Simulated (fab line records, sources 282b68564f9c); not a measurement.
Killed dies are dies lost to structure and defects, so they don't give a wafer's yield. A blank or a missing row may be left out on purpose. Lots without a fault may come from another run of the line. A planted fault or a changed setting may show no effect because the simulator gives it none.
A struck lot beside a sound one | flow rit_cmos | 14 steps out of a route of 202
Sound: wafers L647.2, L647.3, L647.5. Struck: wafers L653.1, L653.2, L653.5. The cause comes at the end.
At each step with rows: each side's tool, then ch and its chambers, then its first start. Under that, the readings that differ: sound wafers | struck wafers | difference of the means | sigmas: that difference in standard deviations of wafers without a fault.
alike: readings whose means differ by less than 2 such deviations, and words and numbers that are the same on both sides. not compared: withheld readings, readings that some wafer has no value for, bounds like >300 that may hide the same value, and numbers for which the record gives no deviation and whose values overlap.
The two part at a step that has a row with sigmas, a row that says differs or no value, or rows on one side only. Numbers that don't overlap but have no deviation are shown without sigmas and don't part them. A reading that every wafer of one side lacks parts them only if that side has two wafers or more.

first, 2 steps without rows for these wafers: RIT_PSD_HARDBAKE_07 (time 60 s); RIT_PSD_IMPLANT_08.
RIT_PSD_STRIP_09: strips in O2, time 180 s.
  sound on plasma_asher-01 ch 0,1, day 3 16:54; struck on plasma_asher-02 ch 0,1, day 5 00:26
  alike: drypump_motor_current_A
  not compared: rf_hours_counter_h
RIT_PSD_TW_MEAS_10:
  sound on film_metro-02, day 3 17:05; struck on film_metro-04, day 5 00:37
  alike: PSD_TW
then, 3 steps without rows for these wafers: RIT_SDANNEAL_CLEAN_00 (cleans in SC1, time 600 s); RIT_SDANNEAL_CLEAN_01 (cleans in dHF, time 30 s); RIT_SDANNEAL_CLEAN_02 (cleans in SC2, time 600 s).
RIT_SDANNEAL_RTA_03: time 5 s.
  sound on rtp_anneal-01 ch 0, day 3 17:31; struck on rtp_anneal-01 ch 0, day 5 01:02
  alike: wafer_temp_C_max
RIT_SDANNEAL_RS_MEAS_04: measures by four-point-probe.
  sound on film_metro-04, day 3 17:35; struck on film_metro-02, day 5 01:06
  alike: PSD_RS
RIT_SDANNEAL_RS_MEAS_05: measures by four-point-probe.
  sound on film_metro-04, day 3 17:42; struck on film_metro-02, day 5 01:13
  alike: NSD_RS
RIT_SDANNEAL_RS_MEAS_06: measures by four-point-probe.
  sound on film_metro-04, day 3 17:49; struck on film_metro-02, day 5 01:20
  alike: PLDD_RS
RIT_SDANNEAL_RS_MEAS_07: measures by four-point-probe.
  sound on film_metro-04, day 3 17:56; struck on film_metro-02, day 5 01:28
  reading          | sound             | struck            | difference | sigmas
  NLDD_RS (ohm/sq) | 152.3 152.0 151.9 | 153.3 153.6 153.1 | +1.3       | +2
RIT_SILICIDE_WET_ETCH_00: etches SiO2 in BOE, target depth 14 nm, time 15 s.
  sound on wet_bench-03 ch 2, day 3 18:02; struck on wet_bench-04 ch 1, day 5 01:35
  no value came back on the struck wafers for bath_heat_duty_pct (%), run_length_s (s); on the sound wafers bath_heat_duty_pct (%) reads 1.7 2.3 2.3
  reading                                     | sound             | struck            | difference | sigmas
  model.SiO2_of_FOX2_OXIDATION_00.thk_nm (nm) | 152.4 157.5 154.3 | 163.9 162.9 163.8 | +8.8       |
RIT_SILICIDE_SPUTTER_01: material Ti, target thk 30 nm, time 240 s.
  sound on pvd_sputter-02, day 3 18:03; struck on pvd_sputter-02, day 5 01:35
  alike: throttle_valve_pct

WHERE THEY PART
First at RIT_SDANNEAL_RS_MEAS_07; last, within this record, at RIT_SILICIDE_WET_ETCH_00. Later steps at which nothing parts them and some readings are alike: RIT_SILICIDE_SPUTTER_01.

WHY: what the simulator had put in
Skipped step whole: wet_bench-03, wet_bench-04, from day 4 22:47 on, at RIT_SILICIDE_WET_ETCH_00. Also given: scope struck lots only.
